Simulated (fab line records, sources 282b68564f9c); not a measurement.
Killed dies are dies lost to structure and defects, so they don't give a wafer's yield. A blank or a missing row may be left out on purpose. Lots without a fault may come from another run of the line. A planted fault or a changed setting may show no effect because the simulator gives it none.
fab line records | flow rit_cmos
record lots=7 wafers=21 last_day=7
route steps=202 shown REOX@99 NLDD@103 PLDD@114 SPACER@125 NSD@131 M1@202
lots that met no fault: from a run of the same line without faults
start_h: hours from the record's first day to the start of the lot's first wafer shown | wait_h: hours since the lot's step before | " the same as in the row above | L1.1+2: a row that stands for several wafers | - no value, or no start given | * or withheld: withheld | < > ~ a bound
route shown NAME@n: a module of which the file shows steps, and the number in the route of the first | usual: mean/standard deviation of fault-free wafers | same: alike in all rows | chamber/n: place in a boat | sites: the reading at each site | _std_site: their standard deviation | _edge_site: outer sites' mean less inner sites' | radius_mm: how far each site lies from the wafer's centre | mask NAME#n: copy n | behind: the tool/chamber that last shaped the wafer | hold: why the lot was held/for how many hours/how that ended | device: the transistor (n, p or np) that didn't switch | end of line: the same wafers' tests at the end of the route | a step without rows: its recipe alone | killed: dies lost to structure and defects at the first sort, not the wafer's yield | map: a wafer's dies, x killed, . not, _ none there
set.NAME: the setting as run; set.NAME@STEP: as run at that earlier step | model.NAME: the simulator's own value behind a step, which no gauge read
lots at some steps of the route; a table a step, a row a wafer
services: from which hour (start_h, from the record's first day; less than 0 if before it) a tool's chamber was out of use, for how many hours, and why
## steps
# step RIT_REOX_CLEAN_01
# recipe chemistry=dHF dilution=50:1 time_s=30.56
# step RIT_REOX_CLEAN_02
# recipe chemistry=SC2 mix=3:3:50 time_s=600 temp_c=75 dry=n2_spin
# step RIT_REOX_OXIDATION_03
# recipe temp_c=900 ambient=O2 target_thk_a=252 ox_time_s=5580
# step RIT_REOX_THK_MEAS_04
# recipe reads=SiO2_of_REOX_OXIDATION_03
# usual REOX_OXIDE_THK=25.1/0.53
# columns lot.wafer tool chamber start_h wait_h REOX_OXIDE_THK[nm]
L565.1 film_metro-01 - 60.31 0.0 25.6
L565.2 " - " " 25.3
L565.5 " - " " 25.3
L569.1 film_metro-04 - 77.79 0.0 25.1
L569.3 " - " " 25.2
L569.5 " - " " 24.5
L571.2 film_metro-01 - 91.38 0.0 25.4
L571.3 " - " " 25.6
L571.5 " - " " 25.2
L572.2 film_metro-04 - 96.73 0.0 24.7
L572.3 " - " " 25.3
L572.4 " - " " 24.8
L573.1 film_metro-02 - 98.47 0.0 24.8
L573.5 " - " " 24.5
L573.6 " - " " 24.5
L574.4 film_metro-01 - 105.85 0.0 25.1
L574.5 " - " " 24.9
L574.6 " - " " 24.7
L585.1 film_metro-01 - 160.47 0.0 24.8
L585.2 " - " " 24.7
L585.6 " - " " 24.9
# step RIT_NLDD_HMDS_00
# recipe prime_time_s=60 prime_temp_c=140
# step RIT_NLDD_COAT_01
# recipe resist=NOVOLAK spin_rpm=3250 resist_thk_nm=1000
# step RIT_NLDD_SOFTBAKE_02
# recipe resist=NOVOLAK temp_c=90 time_s=60
# step RIT_NLDD_EXPOSE_03
# recipe mask_id=M7 na=0.57 target_cd_nm=40700 dose_mj=250
# step RIT_NLDD_PEB_04
# recipe resist=NOVOLAK temp_c=withheld time_s=withheld
# step RIT_NLDD_DEVELOP_05
# recipe resist=NOVOLAK develop_time_s=50 dev_temp_c=23
# step RIT_NLDD_OVL_MEAS_06
# usual NLDD_OVL=-1.2/1.2
# columns lot.wafer tool chamber start_h wait_h NLDD_OVL[nm]
L565.1 overlay-01 - 61.22 - -1.7
L565.2 " - " " -1.6
L565.5 " - " " -3.3
L569.1 overlay-01 - 78.70 - -1.6
L569.3 " - " " -4.0
L569.5 " - " " -2.0
L571.2 overlay-01 - 92.51 - -2.1
L571.3 " - " " -1.2
L571.5 " - " " -1.7
L572.2 overlay-01 - 97.76 - -0.1
L572.3 " - " " 0.0
L572.4 " - " " 0.4
L573.1 overlay-02 - 99.38 - 0.7
L573.5 " - " " -1.1
L573.6 " - " " 0.2
L574.4 overlay-02 - 107.04 - -1.5
L574.5 " - " " -2.9
L574.6 " - " " -1.7
L585.1 overlay-02 - 161.38 - -0.2
L585.2 " - " " 1.8
L585.6 " - " " 0.1
# step RIT_NLDD_HARDBAKE_07
# recipe resist=NOVOLAK temp_c=140 time_s=60
# step RIT_NLDD_IMPLANT_08
# recipe species=P energy_kev=20 dose_cm2=5e+14 tilt_deg=7.245
# usual beam_energy_keV=20.001/0.0068 dose_ions_cm2=5e+14/5.5e+11 faraday_current_uA=1576/31
# columns lot.wafer tool chamber start_h wait_h beam_energy_keV dose_ions_cm2 faraday_current_uA
L565.1 implanter-04 0 61.41 0.1 20.000 5.001e+14 1555
L565.2 " 0 " " 20.001 5.01e+14 1576
L565.5 " 0 " " 19.999 4.995e+14 1576
L569.1 implanter-04 0 78.88 0.1 20.001 5.004e+14 1540
L569.3 " 0 " " 20.000 5e+14 1570
L569.5 " 0 " " 20.010 5.006e+14 1615
L571.2 implanter-03 0 92.75 0.1 20.008 5e+14 1640
L571.3 " 0 " " 20.000 5.01e+14 1601
L571.5 " 0 " " 20.011 5.004e+14 1632
L572.2 implanter-04 0 97.97 0.1 20.000 6.5e+14 2079
L572.3 " 0 " " 20.002 6.505e+14 2028
L572.4 " 0 " " 19.997 6.505e+14 2076
L573.1 implanter-04 0 99.57 0.1 20.004 6.51e+14 2067
L573.5 " 0 " " 19.998 6.49e+14 2052
L573.6 " 0 " " 20.007 6.497e+14 2006
L574.4 implanter-04 0 107.29 0.1 20.007 6.502e+14 2002
L574.5 " 0 " " 20.016 6.498e+14 2019
L574.6 " 0 " " 20.000 6.506e+14 2060
L585.1 implanter-03 0 161.56 0.1 19.994 5.004e+14 1602
L585.2 " 0 " " 20.014 4.993e+14 1568
L585.6 " 0 " " 20.018 4.995e+14 1563
# step RIT_NLDD_STRIP_09
# recipe chemistry=O2 time_s=180 resist=NOVOLAK platen_temp_c=withheld power_w=500 pressure_mtorr=4000 o2_flow_sccm=4000
# usual drypump_motor_current_A=5.8/0.48
# columns lot.wafer tool chamber start_h wait_h drypump_motor_current_A rf_hours_counter_h
L565.1 plasma_asher-01 0 61.56 0.1 5.7 41
L565.2 " 1 " " 5.7 41
L565.5 " 1 " " 5.7 -
L569.1 plasma_asher-02 0 79.03 0.1 5.6 30
L569.3 " 1 " " 6.6 -
L569.5 " 1 " " 6.6 -
L571.2 plasma_asher-02 0 92.88 0.1 5.5 32
L571.3 " 0 " " 5.6 -
L571.5 " 1 " " 6.6 -
L572.2 plasma_asher-04 1 98.09 0.1 5.3 44
L572.3 " 0 " " 5.6 -
L572.4 " 1 " " 5.3 -
L573.1 plasma_asher-04 0 99.72 0.1 5.6 45
L573.5 " 0 " " 5.7 -
L573.6 " 1 " " 5.3 -
L574.4 plasma_asher-04 0 107.42 0.1 5.7 -
L574.5 " 0 " " 5.7 -
L574.6 " 1 " " 5.3 -
L585.1 plasma_asher-02 1 161.71 0.1 6.6 39
L585.2 " 0 " " 5.5 39
L585.6 " 0 " " 5.5 -
# step RIT_NLDD_TW_MEAS_10
# usual NLDD_TW=2480/15
# columns lot.wafer tool chamber start_h wait_h NLDD_TW
L565.1 film_metro-02 - 61.73 0.1 2483
L565.2 " - " " 2476
L565.5 " - " " 2470
L569.1 film_metro-02 - 79.21 0.1 2489
L569.3 " - " " 2484
L569.5 " - " " 2479
L571.2 film_metro-03 - 93.06 0.1 2506
L571.3 " - " " 2503
L571.5 " - " " 2511
L572.2 film_metro-03 - 98.28 0.1 2657
L572.3 " - " " 2669
L572.4 " - " " 2652
L573.1 film_metro-03 - 99.90 0.1 2658
L573.5 " - " " 2645
L573.6 " - " " 2653
L574.4 film_metro-04 - 107.57 0.1 2646
L574.5 " - " " 2625
L574.6 " - " " 2644
L585.1 film_metro-03 - 161.89 0.1 2478
L585.2 " - " " 2468
L585.6 " - " " 2497
# step RIT_PLDD_HMDS_00
# recipe prime_time_s=60 prime_temp_c=140
# step RIT_PLDD_COAT_01
# recipe resist=NOVOLAK spin_rpm=3250 resist_thk_nm=1000
# step RIT_PLDD_SOFTBAKE_02
# recipe resist=NOVOLAK temp_c=90 time_s=60
# step RIT_PLDD_EXPOSE_03
# recipe mask_id=M8 na=0.57 target_cd_nm=40900 dose_mj=250
# step RIT_PLDD_PEB_04
# recipe resist=NOVOLAK temp_c=withheld time_s=withheld
# step RIT_PLDD_DEVELOP_05
# recipe resist=NOVOLAK develop_time_s=50 dev_temp_c=23
# step RIT_PLDD_OVL_MEAS_06
# usual PLDD_OVL=0.6/1.7
# columns lot.wafer tool chamber start_h wait_h PLDD_OVL[nm]
L565.1 overlay-01 - 62.64 - -0.9
L565.2 " - " " -1.3
L565.5 " - " " -0.9
L569.1 overlay-02 - 80.24 - 1.9
L569.3 " - " " 2.7
L569.5 " - " " 2.8
L571.2 overlay-02 - 94.10 - 1.4
L571.3 " - " " 0.9
L571.5 " - " " 2.6
L572.2 overlay-02 - 99.18 - 2.7
L572.3 " - " " 1.7
L572.4 " - " " 2.8
L573.1 overlay-01 - 100.81 - 0.5
L573.5 " - " " 0.0
L573.6 " - " " -0.5
L574.4 overlay-01 - 108.46 - -1.7
L574.5 " - " " -1.9
L574.6 " - " " -0.5
L585.1 overlay-02 - 162.92 - -2.1
L585.2 " - " " -2.2
L585.6 " - " " -1.5
# step RIT_PLDD_HARDBAKE_07
# recipe resist=NOVOLAK temp_c=140 time_s=60
# step RIT_PLDD_IMPLANT_08
# recipe species=BF2 energy_kev=20.11 dose_cm2=9e+14 tilt_deg=7
# step RIT_PLDD_STRIP_09
# recipe chemistry=O2 time_s=180 resist=NOVOLAK platen_temp_c=withheld power_w=500 pressure_mtorr=4000 o2_flow_sccm=4000
# usual drypump_motor_current_A=5.8/0.44
# columns lot.wafer tool chamber start_h wait_h drypump_motor_current_A rf_hours_counter_h
L565.1 plasma_asher-02 0 62.98 0.1 5.6 29
L565.2 " 1 " " 6.7 29
L565.5 " 1 " " 6.7 -
L569.1 plasma_asher-02 1 80.58 0.1 6.7 30
L569.3 " 0 " " 5.6 -
L569.5 " 0 " " 5.6 -
L571.2 plasma_asher-02 0 94.43 0.1 5.6 32
L571.3 " 1 " " 6.6 -
L571.5 " 1 " " 6.6 -
L572.2 plasma_asher-03 1 99.51 0.1 5.6 45
L572.3 " 1 " " 5.6 -
L572.4 " 0 " " 5.9 -
L573.1 plasma_asher-04 0 101.14 0.1 5.7 45
L573.5 " 0 " " 5.7 -
L573.6 " 1 " " 5.3 -
L574.4 plasma_asher-04 1 108.84 0.1 5.3 -
L574.5 " 1 " " 5.3 -
L574.6 " 0 " " 5.6 -
L585.1 plasma_asher-02 0 163.26 0.1 5.6 39
L585.2 " 1 " " 6.6 39
L585.6 " 0 " " 5.5 -
# step RIT_PLDD_TW_MEAS_10
# usual PLDD_TW=2338/14
# columns lot.wafer tool chamber start_h wait_h PLDD_TW
L565.1 film_metro-03 - 63.15 0.1 2333
L565.2 " - " " 2331
L565.5 " - " " 2331
L569.1 film_metro-04 - 80.75 0.1 2314
L569.3 " - " " 2314
L569.5 " - " " 2325
L571.2 film_metro-02 - 94.61 0.1 2334
L571.3 " - " " 2332
L571.5 " - " " 2345
L572.2 film_metro-04 - 99.70 0.1 2350
L572.3 " - " " 2332
L572.4 " - " " 2336
L573.1 film_metro-04 - 101.32 0.1 2339
L573.5 " - " " 2334
L573.6 " - " " 2330
L574.4 film_metro-03 - 108.99 0.1 2346
L574.5 " - " " 2345
L574.6 " - " " 2344
L585.1 film_metro-03 - 163.43 0.1 2344
L585.2 " - " " 2340
L585.6 " - " " 2344
# step RIT_SPACER_CLEAN_00
# recipe chemistry=SC1 mix=3:3:50 time_s=600 temp_c=75
# step RIT_SPACER_CLEAN_01
# recipe chemistry=dHF dilution=50:1 time_s=30
# step RIT_SPACER_CLEAN_02
# recipe chemistry=SC2 mix=3:3:50 time_s=600 temp_c=75 dry=n2_spin
# step RIT_SPACER_CVD_03
# recipe material=Si3N4 target_thk_nm=250 temp_c=810 precursor=SiH2Cl2/NH3 time_s=3300 pressure_mtorr=300 sih2cl2_flow_sccm=60 nh3_flow_sccm=150
# step RIT_SPACER_THK_MEAS_04
# recipe reads=Si3N4_of_SPACER_CVD_03
# usual SPACER_NITRIDE_THK=250/3.1
# columns lot.wafer tool chamber start_h wait_h SPACER_NITRIDE_THK[nm]
L565.1 film_metro-02 - 65.51 0.0 246
L565.2 " - " " 245
L565.5 " - " " 246
L569.1 film_metro-02 - 83.13 0.0 250
L569.3 " - " " 252
L569.5 " - " " 252
L571.2 film_metro-03 - 97.02 0.0 250
L571.3 " - " " 253
L571.5 " - " " 254
L572.2 film_metro-03 - 102.06 0.0 247
L572.3 " - " " 248
L572.4 " - " " 245
L573.1 film_metro-01 - 103.93 0.0 250
L573.5 " - " " 249
L573.6 " - " " 250
L574.4 film_metro-03 - 111.35 0.0 253
L574.5 " - " " 253
L574.6 " - " " 252
L585.1 film_metro-03 - 166.46 0.0 248
L585.2 " - " " 248
L585.6 " - " " 251
# step RIT_SPACER_ETCHBACK_05
# recipe target_depth_a=2500 SF6_flow_sccm=30 CHF3_flow_sccm=30 target=Si3N4 chemistry=SF6/CHF3 pressure_mtorr=40 rf_w=250 time_s=240 stop_on=SiO2
# usual drypump_motor_current_A=5.8/0.53 oes_product_au=0.840/0.014 throttle_valve_pct=10.33/0.14
# columns lot.wafer tool chamber start_h wait_h drypump_motor_current_A oes_product_au rf_hours_counter_h throttle_valve_pct
L565.1 rie_diel-02 2 65.57 0.1 5.1 0.831 4 10.54
L565.2 " 3 " " 6.7 0.810 122 10.44
L565.5 " 1 " " 5.0 0.836 - 10.37
L569.1 rie_diel-02 3 83.19 0.1 6.7 0.823 122 10.45
L569.3 " 1 " " 5.0 0.840 124 10.37
L569.5 " 3 " " 6.7 0.832 - 10.44
L571.2 rie_diel-02 1 97.07 0.0 5.0 0.843 124 10.38
L571.3 " 2 " " 5.0 0.850 4 10.55
L571.5 " 2 " " 5.0 0.850 - 10.55
L572.2 rie_diel-04 0 102.11 0.0 5.8 0.836 115 10.27
L572.3 " 2 " " 6.3 0.818 23 10.33
L572.4 " 1 " " 5.9 0.851 48 10.42
L573.1 rie_diel-02 2 103.99 0.1 5.0 0.829 4 10.55
L573.5 " 0 " " 5.9 0.843 - 10.28
L573.6 " 1 " " 5.0 0.841 - 10.39
L574.4 rie_diel-02 2 111.38 0.0 5.0 0.847 5 10.55
L574.5 " 2 " " 5.0 0.851 - 10.54
L574.6 " 1 " " 5.0 0.839 - 10.38
L585.1 rie_diel-04 1 166.52 0.1 5.9 0.869 49 10.44
L585.2 " 0 " " 5.8 0.842 117 10.26
L585.6 " 2 " " 6.2 0.829 - 10.33
# step RIT_NSD_HMDS_00
# recipe prime_time_s=60 prime_temp_c=140
# step RIT_NSD_COAT_01
# recipe resist=NOVOLAK spin_rpm=3250 resist_thk_nm=1000
# step RIT_NSD_SOFTBAKE_02
# recipe resist=NOVOLAK temp_c=90 time_s=60
# step RIT_NSD_EXPOSE_03
# recipe mask_id=M9 na=0.57 target_cd_nm=40700 dose_mj=250
# step RIT_NSD_PEB_04
# recipe resist=NOVOLAK temp_c=withheld time_s=withheld
# step RIT_NSD_DEVELOP_05
# recipe resist=NOVOLAK develop_time_s=50 dev_temp_c=23
# step RIT_NSD_OVL_MEAS_06
# usual NSD_OVL=0.3/1.2
# columns lot.wafer tool chamber start_h wait_h NSD_OVL[nm]
L565.1 overlay-02 - 66.57 - 0.0
L565.2 " - " " -0.1
L565.5 " - " " 0.8
L569.1 overlay-01 - 84.37 - 1.6
L569.3 " - " " 0.3
L569.5 " - " " 0.3
L571.2 overlay-01 - 98.08 - 1.0
L571.3 " - " " 0.7
L571.5 " - " " 1.0
L572.2 overlay-01 - 103.12 - 1.3
L572.3 " - " " -0.6
L572.4 " - " " 2.1
L573.1 overlay-01 - 105.12 - 0.7
L573.5 " - " " 2.0
L573.6 " - " " 1.2
L574.4 overlay-01 - 112.52 - 1.1
L574.5 " - " " 0.0
L574.6 " - " " -0.2
L585.1 overlay-01 - 167.64 - -0.7
L585.2 " - " " -0.4
L585.6 " - " " -0.3
# step RIT_NSD_HARDBAKE_07
# recipe resist=NOVOLAK temp_c=140 time_s=60
# step RIT_NSD_IMPLANT_08
# recipe species=P energy_kev=24.7 dose_cm2=1e+15 tilt_deg=7
# step RIT_NSD_STRIP_09
# recipe chemistry=O2 time_s=180 resist=NOVOLAK platen_temp_c=withheld power_w=500 pressure_mtorr=4000 o2_flow_sccm=4000
# usual drypump_motor_current_A=5.78/0.25
# columns lot.wafer tool chamber start_h wait_h drypump_motor_current_A rf_hours_counter_h
L565.1 plasma_asher-01 1 66.91 0.1 5.66 41
L565.2 " 0 " " 5.72 41
L565.5 " 0 " " 5.71 -
L569.1 plasma_asher-03 1 84.70 0.1 5.63 44
L569.3 " 0 " " 5.91 -
L569.5 " 1 " " 5.63 -
L571.2 plasma_asher-01 1 98.41 0.1 5.66 44
L571.3 " 0 " " 5.70 -
L571.5 " 1 " " 5.67 -
L572.2 plasma_asher-01 1 103.45 0.1 5.66 45
L572.3 " 0 " " 5.70 -
L572.4 " 1 " " 5.66 -
L573.1 plasma_asher-01 1 105.46 0.1 5.65 45
L573.5 " 0 " " 5.69 -
L573.6 " 1 " " 5.67 -
L574.4 plasma_asher-03 0 112.90 0.1 5.90 -
L574.5 " 0 " " 5.90 -
L574.6 " 1 " " 5.61 -
L585.1 plasma_asher-01 0 167.98 0.1 5.71 5
L585.2 " 1 " " 5.64 5
L585.6 " 0 " " 5.71 -
# step RIT_SDANNEAL_RS_MEAS_07
# recipe thk_meas_gauge=four-point-probe
# usual NLDD_RS=151.7/0.61
# columns lot.wafer tool chamber start_h wait_h NLDD_RS[ohm/sq]
L565.1 film_metro-04 - 69.51 0.1 151.1
L565.2 " - " " 151.6
L565.5 " - " " 151.5
L569.1 film_metro-04 - 87.65 0.1 151.2
L569.3 " - " " 151.2
L569.5 " - " " 151.8
L571.2 film_metro-02 - 101.03 0.1 150.7
L571.3 " - " " 150.7
L571.5 " - " " 150.8
L572.2 film_metro-03 - 105.91 0.1 122.5
L572.3 " - " " 123.1
L572.4 " - " " 122.8
L573.1 film_metro-04 - 108.32 0.1 122.7
L573.5 " - " " 123.0
L573.6 " - " " 122.6
L574.4 film_metro-02 - 115.47 0.1 122.9
L574.5 " - " " 123.1
L574.6 " - " " 122.7
L585.1 film_metro-04 - 170.42 0.1 151.6
L585.2 " - " " 151.6
L585.6 " - " " 151.2
# step RIT_M1_PROBE_99
# usual killed_at_front_end=6.9/2.9 killed_dies=7.0/2.9 killed_open=3.4/2.1 killed_short=3.5/1.8
# same gross_dies=264 killed_at_M0_to_M3=0 killed_at_M4_up=0 killed_at_back_side=0 killed_at_contacts=0 killed_at_other=0
# columns lot.wafer tool chamber start_h wait_h killed_at_front_end killed_dies killed_open killed_short model.etest.nmos_0p3.r_on_ohm_um model.etest.nmos_0p15.r_on_ohm_um model.etest.nldd.rs_ohm_sq model.etest.nmos_turned.drive_ua_um model.etest.nmos_0p15.drive_ua_um model.etest.nldd.line_ohm_um model.etest.nmos_0p15.swing_mv_dec model.etest.nmos_0p15.off_log10_a_um
L565.1 prober-02 - 76.54 0.1 6 6 1 5 2205 1185 379.8 293 460.5 119.5 85.25 -10.28
L565.2 prober-02 - 76.59 0.1 3 3 2 1 2197 1157 372.2 295.3 452.5 117.6 85.85 -10.48
L565.5 prober-02 - 76.74 0.2 2 2 1 1 2171 1162 375.8 294.2 453.3 119.2 85.72 -10.69
L569.1 prober-02 - 95.04 0.1 4 4 1 3 2182 1143 373.5 304.8 459 120.6 86.11 -10.27
L569.3 prober-02 - 95.14 0.2 5 5 2 3 2203 1112 376.3 303.2 458 119.3 85.84 -10.41
L569.5 prober-02 - 95.24 0.2 3 3 1 2 2177 1111 365.7 313.1 466.1 115.2 86.14 -10.3
L571.2 prober-02 - 108.24 0.1 4 4 1 3 2123 1131 390 302.7 463.8 127.1 85.02 -10.28
L571.3 prober-02 - 108.29 0.2 11 11 8 3 2164 1168 397.6 298.5 465.1 127.7 84.65 -10.32
L571.5 prober-02 - 108.39 0.2 5 5 1 4 2104 1115 386.7 311.2 469.2 125.2 84.93 -10.05
L572.2 prober-01 - 112.97 0.1 6 6 3 3 2020 987.8 281.8 390.4 517.9 88.8 87.25 -9.214
L572.3 prober-01 - 113.02 0.2 8 8 7 1 2032 1020 288.2 373.4 498.6 91.95 86.62 -9.834
L572.4 prober-01 - 113.07 0.2 8 8 3 5 2013 1013 283.1 387.5 510.7 90.42 86.16 -9.559
L573.1 prober-02 - 115.21 0.1 4 4 1 3 2032 1004 279.8 379 501 89.54 86.69 -9.624
L573.5 prober-02 - 115.41 0.2 3 3 1 2 2037 1025 277.4 385.5 504.3 86.67 86.89 -9.476
L573.6 prober-02 - 115.46 0.2 1 1 0 1 2030 980.3 274.4 383.7 507.2 88.5 86.7 -9.748
L574.4 prober-01 - 122.68 0.2 5 5 3 2 2020 1010 288.1 367.8 494.4 91.34 86.24 -9.873
L574.5 prober-01 - 122.73 0.2 9 9 2 7 2020 1010 284.4 376.4 506.9 89.72 86.37 -9.685
L574.6 prober-01 - 122.78 0.2 8 8 2 6 1977 971.3 282.6 385.4 511.1 88.69 86.19 -9.638
L585.1 prober-02 - 177.44 0.1 1 1 0 1 2142 1119 380.2 327.1 480 121.9 85.69 -9.862
L585.2 prober-02 - 177.49 0.1 2 2 1 1 2153 1136 380.6 318.8 473.2 121.1 85.28 -10.17
L585.6 prober-02 - 177.69 0.2 3 3 1 2 2124 1102 384.8 322.7 484.4 122.1 85.49 -9.903
# killed by level:class
L565.1 GATE:geometric_particle:short=3 SPACER:geometric_particle:short=1 SILICIDE:geometric_particle:open=1 SILICIDE:geometric_particle:short=1
L565.2 GATE:geometric_particle:open=1 REOX:geometric_particle:short=1 REOX:geometric_particle:open=1
L565.5 GATE:geometric_particle:open=1 GATE:geometric_particle:short=1
L569.1 REOX:geometric_particle:short=2 GATE:geometric_particle:short=1 SPACER:geometric_particle:open=1
L569.3 GATE:geometric_particle:short=2 REOX:geometric_particle:open=2 SPACER:geometric_particle:short=1
L569.5 FOX2:geometric_particle:short=1 GATE:geometric_particle:open=1 SPACER:geometric_particle:short=1
L571.2 FOX1:geometric_particle:short=1 REOX:geometric_particle:open=1 REOX:geometric_particle:short=1 SPACER:geometric_particle:short=1
L571.3 FOX1:geometric_particle:open=2 GATE:geometric_particle:short=2 REOX:geometric_particle:open=2 SPACER:geometric_particle:open=2 FOX2:geometric_particle:open=1 GATE:geometric_particle:open=1 REOX:geometric_particle:short=1
L571.5 SILICIDE:geometric_particle:short=3 FOX2:geometric_particle:short=1 GATE:geometric_particle:open=1
L572.2 GATE:geometric_particle:short=2 FOX1:geometric_particle:open=1 FOX2:geometric_particle:open=1 GATE:geometric_particle:open=1 SILICIDE:geometric_particle:short=1
L572.3 GATE:geometric_particle:open=4 REOX:geometric_particle:open=1 SPACER:geometric_particle:open=1 SILICIDE:geometric_particle:short=1 SILICIDE:geometric_particle:open=1
L572.4 GATE:geometric_particle:short=3 GATE:geometric_particle:open=1 REOX:geometric_particle:open=1 REOX:geometric_particle:short=1 SPACER:geometric_particle:short=1 SPACER:geometric_particle:open=1
L573.1 GATE:geometric_particle:short=1 GATE:geometric_particle:open=1 REOX:geometric_particle:short=1 SPACER:geometric_particle:short=1
L573.5 REOX:geometric_particle:short=1 SPACER:geometric_particle:short=1 SILICIDE:geometric_particle:open=1
L573.6 REOX:geometric_particle:short=1
L574.4 FOX2:geometric_particle:short=2 FOX1:geometric_particle:open=1 FOX2:geometric_particle:open=1 GATE:geometric_particle:open=1
L574.5 SPACER:geometric_particle:short=3 FOX1:geometric_particle:short=2 GATE:geometric_particle:short=1 REOX:geometric_particle:short=1 SPACER:geometric_particle:open=1 SILICIDE:geometric_particle:open=1
L574.6 GATE:geometric_particle:short=2 GATE:geometric_particle:open=2 SILICIDE:geometric_particle:short=2 FOX2:geometric_particle:short=1 REOX:geometric_particle:short=1
L585.1 GATE:geometric_particle:short=1
L585.2 FOX2:geometric_particle:short=1 GATE:geometric_particle:open=1
L585.6 GATE:geometric_particle:open=1 GATE:geometric_particle:short=1 REOX:geometric_particle:short=1
## services
# columns tool chamber start_h hours kind
plasma_asher-04 - 37.92 1.1 repair
rie_diel-02 2 40.87 4.4 repair
implanter-03 - 43.12 5.7 pm
rie_diel-04 3 43.41 5.9 repair
rie_diel-04 1 58.61 5.6 repair
implanter-03 - 66.74 2.6 pm
implanter-03 - 76.76 3.5 repair
plasma_asher-01 - 108.75 9.0 pm
plasma_asher-01 0 108.75 9.0 vent_cycle
plasma_asher-01 1 108.75 9.0 vent_cycle
plasma_asher-01 0 117.75 - clean
plasma_asher-01 1 117.75 - clean
rie_diel-02 - 118.34 20.4 repair
implanter-03 - 121.60 4.1 repair
plasma_asher-04 - 143.32 2.8 pm
implanter-04 - 150.47 2.3 repair
rie_diel-02 1 165.22 10.0 repair
plasma_asher-03 - 167.92 2.8 pm
## key
first_sign step=RIT_NLDD_IMPLANT_08 reading=dose_ions_cm2 direction=up sigmas=99+ usual=5e+14 struck=6.501e+14
effect step=RIT_NLDD_IMPLANT_08 reading=faraday_current_uA direction=up sigmas=15 usual=1576 struck=2043
effect step=RIT_NLDD_TW_MEAS_10 reading=NLDD_TW direction=up sigmas=11 usual=2480 struck=2650
effect step=RIT_SDANNEAL_RS_MEAS_07 reading=NLDD_RS direction=down sigmas=47 usual=151.7 struck=122.8
model_effect step=RIT_M1_PROBE_99 value=etest.nmos_0p3.r_on_ohm_um without=2128 struck=2020
met_at RIT_NLDD_IMPLANT_08
struck_wafers L572.2,L572.3,L572.4,L573.1,L573.5,L573.6,L574.4,L574.5,L574.6
tester_left_out L572,L573,L574
onset_between 78.88 97.97
fault kind=process_parameter_drift tool=implanter-04 chamber=- onset_h=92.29 steps=RIT_NLDD_IMPLANT_08 channel=dose_cm2 offset=1.5e+14 shape=step end_h=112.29 acts_in=these_recipes_only stated=5e+14
# tester_left_out: of these lots the tester's yield and bins aren't shown, on N5 and GAA mostly nor the transistor test; their killed dies are dies lost to structure and defects alone, not to doping, threshold or leakage, so they don't give the yield
